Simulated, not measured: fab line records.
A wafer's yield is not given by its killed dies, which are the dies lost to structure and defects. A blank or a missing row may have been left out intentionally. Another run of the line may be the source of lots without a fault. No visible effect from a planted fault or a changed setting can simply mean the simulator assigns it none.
Problem report in the 8D (eight disciplines) form, filled by code || flow ritCmos || the parts of the form that need people (team, actions taken, sign-off) are left out

## 1. WHAT WENT WRONG
Mean NSD_TW at RIT_NSD_TW_MEAS_10: 2851 over 6 wafers in 2 lots; fault-free wafers: 3104, standard deviation 15. That is -17 standard deviations from the usual mean.
Seen first at day 5 13:45 on filmMetro-02, wafer L489.4. At this step, 39 wafers from 13 lots have a number in the record. By rule, "out" or "out of limits" means more than 4 standard deviations away from the usual mean. Any other wafer with a number is counted as sound.

## 2. WHAT IT IS, WHAT IT ISN'T
{"question": "which readings at this step", "is": "NSD_TW", "is not": "-"}
{"question": "which lots", "is": "L489, L492", "is not": "L478, L479, L480, L481, L482, L483, L495, L496, L497, L498, L500"}
{"question": "which wafers of those lots", "is": "all that have a number", "is not": "-"}
{"question": "read on which gauges", "is": "filmMetro-02", "is not": "filmMetro-01, filmMetro-04"}
{"question": "when", "is": "from day 5 13:45", "is not": "up to then (18 sound wafers); but 15 sound wafers of L495, L496, L497, L498, L500 came after"}

## 3. WHAT RULES OUT EACH SUSPECT
Counting: a tool at any process step up to the reading remains a suspect when it ran all the lots that are out and ran no sound lot after the first of those.
- the gauge at RIT_NSD_TW_MEAS_10 has been ruled out. All the wafers that are out were read on filmMetro-02, but those of them that RIT_NSD_IMPLANT_08 has rows for are out there too, on other tools.
- implanter-03 at RIT_NSD_IMPLANT_08: kept. Every lot that is out went through it, starting with L489 (day 5 13:28), and after that it ran no sound lot; the last sound lot it ran before then is L479 (day 3 04:25). On those wafers its own readings are out: tiltDeg.
The count leaves implanter-03 at RIT_NSD_IMPLANT_08.

## 4. THE CAUSE (what the simulator had put in)
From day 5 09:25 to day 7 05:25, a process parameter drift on implanter-03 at RIT_NSD_IMPLANT_08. Setting tiltDeg, moved by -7, from 7. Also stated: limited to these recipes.
Only this tool survived the counting.

## 5. THE CHAIN OF EFFECTS, in route order
Each row: a reading whose mean over the struck wafers that have a number lies more than 3 standard deviations from the usual. Readings are gone through only where the record gives a usual standard deviation; hours: the median, over the lots, of the time from a lot's start at the first step in this table giving one to that lot's start at this step; sigmas: the change measured in usual standard deviations.
{"hours": 0, "step": "RIT_NSD_IMPLANT_08", "reading": "tiltDeg", "usual": "7.002 degrees", "on struck wafers": -0.019, "change": -7.021, "sigmas": "-99 or more"}
{"hours": 0, "step": "RIT_NSD_TW_MEAS_10", "reading": "NSD_TW", "usual": 3104, "on struck wafers": 2851, "change": -253, "sigmas": -17}
{"hours": 2, "step": "RIT_SDANNEAL_RS_MEAS_05", "reading": "NSD_RS", "usual": "85.07 ohm/sq", "on struck wafers": 80.83, "change": -4.24, "sigmas": -15}
It contains these process steps:
- RIT_NSD_IMPLANT_08

## 6. HOW IT WOULD HAVE BEEN CAUGHT EARLIER
Counted from the fault's start at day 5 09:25, it took 4 hours until the first out-of-limits reading at a measuring or inspecting step in this record, taken at day 5 13:45.
At RIT_NSD_IMPLANT_08, the tool's own readings (tiltDeg) were out on each struck wafer the step has a row for, so an alarm limit on them would have fired on the first such wafer.
Of the lots that are out (2), L492 began RIT_NSD_IMPLANT_08 on implanter-03 after day 5 13:45. Had the tool been put on hold then, it would have been spared.
